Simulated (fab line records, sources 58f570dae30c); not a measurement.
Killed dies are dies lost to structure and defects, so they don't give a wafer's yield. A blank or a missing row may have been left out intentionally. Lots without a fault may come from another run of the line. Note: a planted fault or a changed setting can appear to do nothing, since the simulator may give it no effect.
Problem report, 8D (eight disciplines) form, completed by code :: flow berkeleyCmos170 :: the parts of the form that need people (team, actions taken, sign-off) are left out

1. WHAT WENT WRONG
Wafers without a fault read 1199.6 nm, standard deviation 1.2; cdNm at UCB170_NSD_CD_MEAS_06 reads a mean of 1192.8 nm on 6 wafers belonging to 2 lots. That puts it -5.7 standard deviations away from the usual mean.
The step: target cd 1200 nm.
Earliest sighting: wafer L529.1 on cdSem-01 at day 11 15:26. The record has a number at this step for 42 wafers belonging to 14 lots. Rule for "out", or "out of limits": more than 4 standard deviations from the usual mean. The other wafers with a number count as sound.

2. WHAT IT IS, AND WHAT IT ISN'T
question: which readings at this step
is: cdNm
is not: -

question: which lots
is: L529, L534
is not: L513, L514, L516, L518, L519, L520, L522, L523, L524, L525, L526, L527

question: which wafers of those lots
is: all that have a number
is not: -

question: read on which gauges
is: cdSem-01, cdSem-02
is not: -

question: when
is: from day 11 15:26
is not: up to then (36 sound wafers)

3. THE SUSPECTS, EACH WITH WHAT RULES IT OUT
Counting: any tool at a process step up to the reading is kept as a suspect provided that every lot that is out went through it and no sound lot did after the first of them.
- the gauge at UCB170_NSD_CD_MEAS_06 is ruled out. 2 gauges (cdSem-01, cdSem-02) read the wafers that are out.
- lithoTrack-02 at UCB170_NSD_COAT_01 (resist thk 900 nm): kept. It ran every lot that is out, first L529 (day 11 14:35), and no sound lot after that; its last sound lot up to then is L527 (day 10 13:20). On those wafers its own readings are out: spinSpeedRpm.
Left after counting: lithoTrack-02 at UCB170_NSD_COAT_01.

4. THE CAUSE (what the simulator had put in)
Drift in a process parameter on lithoTrack-02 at UCB170_NSD_COAT_01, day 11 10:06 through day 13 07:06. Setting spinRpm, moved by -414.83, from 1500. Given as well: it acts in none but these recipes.
Counting left only this tool.

5. SEQUENCE OF EFFECTS, ordered by route
Rows list readings where the struck wafers' mean (over those with a number) sits beyond 3 standard deviations from the usual. Scope: only readings with a usual standard deviation given in the record; hours: median across lots of the time from each lot's start at the first step in this table that gives one to its start at this step; sigmas: change in usual standard deviations.
hours: 0
step: UCB170_NSD_COAT_01
reading: spinSpeedRpm
usual: 1500.0 rpm
on struck wafers: 1085.4
change: -414.6
sigmas: -99 or more

hours: 1
step: UCB170_NSD_CD_MEAS_06
reading: cdNm
usual: 1199.6 nm
on struck wafers: 1192.8
change: -6.8
sigmas: -5.7

hours: 1
step: UCB170_NSD_STRIP_09
reading: oesProductAu
usual: 0.534 a.u.
on struck wafers: 0.556
change: +0.022
sigmas: +4.9

hours: 1
step: UCB170_NSD_STRIP_09
reading: stripTimeToEndpointS
usual: 35.83 s
on struck wafers: 39.64
change: +3.81
sigmas: +43
Its process steps:
- UCB170_NSD_COAT_01: resist thk 900 nm.
- UCB170_NSD_STRIP_09: strips in O2.
Later measuring or inspecting steps at which every struck wafer that the step has a row for has a number for every such reading, and none has moved that far: UCB170_CONTACT_CD_MEAS_90, UCB170_M3_BOW_MEAS_20.

6. WHAT WOULD HAVE CAUGHT IT SOONER
The first out-of-limits reading at a measuring or inspecting step in this record came at day 11 15:26, 5 hours after the fault's start at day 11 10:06.
At UCB170_NSD_COAT_01, the tool's own readings (spinSpeedRpm) were out on each struck wafer the step has a row for, so an alarm limit on them would have fired on the first such wafer.
L534, from the lots that are out (2), started UCB170_NSD_COAT_01 on lithoTrack-02 later than day 11 15:26. A tool hold placed at that time would have kept it from harm.
